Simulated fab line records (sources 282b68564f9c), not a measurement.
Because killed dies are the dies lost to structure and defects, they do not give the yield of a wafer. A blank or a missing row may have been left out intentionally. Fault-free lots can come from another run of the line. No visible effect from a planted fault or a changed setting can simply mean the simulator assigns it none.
A struck lot beside a sound one | flow rit cmos | 15 steps out of a route of 202
Sound: the wafers L514.3, L514.4, L514.5. Wafers struck: L523.2, L523.3, L523.4. At the end, the cause is stated.
For every step that has rows: the tool of each side, followed by ch and its chambers, followed by its first start. Under that, the readings that differ: sound wafers | struck wafers | difference of the means | sigmas: that difference in standard deviations of wafers without a fault.
alike: words and numbers the same on both sides, and readings whose means are apart by under 2 such deviations; not compared: readings that were withheld, readings missing a value for some wafer, numbers with overlapping values and no deviation given by the record, and bounds like >300 which may hide the same value.
The two part at a step that has a row with sigmas, a row that says differs or no value, or rows on one side only. Numbers that don't overlap but have no deviation are shown without sigmas and don't part them. Lack of a reading on every wafer of one side parts them only where that side has two or more wafers.

first, 1 step without rows for these wafers: RIT_GATE_CLEAN_04 (cleans in dHF, time 60 s).
RIT_FOX2_THK_MEAS_91:
  sound on film metro-04, day 3 18:16; struck on film metro-04, day 5 12:16
  alike: FIELD_OXIDE_LEFT_2_THK
then, 2 steps without rows for these wafers: RIT_GATE_OXIDATION_05 (target thk 3 nm, ox time 270 s); RIT_GATE_ANNEAL_06 (time 600 s).
RIT_GATE_THK_MEAS_07:
  sound on film metro-01, day 3 20:04; struck on film metro-04, day 5 13:42
  alike: GATE_OXIDE_THK
then, 1 step without rows for these wafers: RIT_GATE_CVD_08 (deposits poly-Si from SiH4, target thk 250 nm, time 2220 s).
RIT_GATE_THK_MEAS_09:
  sound on film metro-03, day 3 21:44; struck on film metro-04, day 5 15:23
  alike: GATE_POLY_THK
then, 5 steps without rows for these wafers: RIT_GATE_HMDS_10 (prime time 60 s); RIT_GATE_COAT_11 (resist thk 850 nm); RIT_GATE_SOFTBAKE_12 (time 60 s); RIT_GATE_EXPOSE_13 (exposes mask M6, target cd 150 nm); RIT_GATE_PEB_14.
RIT_GATE_DEVELOP_15: develop time 50 s.
  sound on litho track-03 ch 0, day 3 22:00; struck on litho track-04 ch 0, day 5 16:00
RIT_GATE_OVL_MEAS_17:
  sound on overlay-02, day 3 22:53; struck on overlay-02, day 5 20:19
  reading | sound | struck                                                                     | difference                   | sigmas
  hold    | - - - | await dispo/3.6h/release await dispo/3.6h/release await dispo/3.6h/release | no value on the sound wafers |
  alike: GATE_OVL
RIT_M1_PROBE_99:
  sound on prober-02, day 4 19:10; struck on prober-01, day 6 20:41
  reading             | sound | struck                                                               | difference                   | sigmas
  hold                | - - - | await dispo/4.3h/scrap await dispo/4.3h/scrap await dispo/4.3h/scrap | no value on the sound wafers |
  killed at front end | 4 3 8 | 264 264 264                                                          | +259                         | +89
  killed dies         | 4 3 8 | 264 264 264                                                          | +259                         | +86
  killed on rim       | 1 2 2 | 70 70 70                                                             | +68                          | +49
  alike: killed at contacts, killed open, killed short

WHERE THEY PART
First at RIT_GATE_OVL_MEAS_17; last, within this record, at RIT_M1_PROBE_99.

WHY: whatever the simulator had introduced
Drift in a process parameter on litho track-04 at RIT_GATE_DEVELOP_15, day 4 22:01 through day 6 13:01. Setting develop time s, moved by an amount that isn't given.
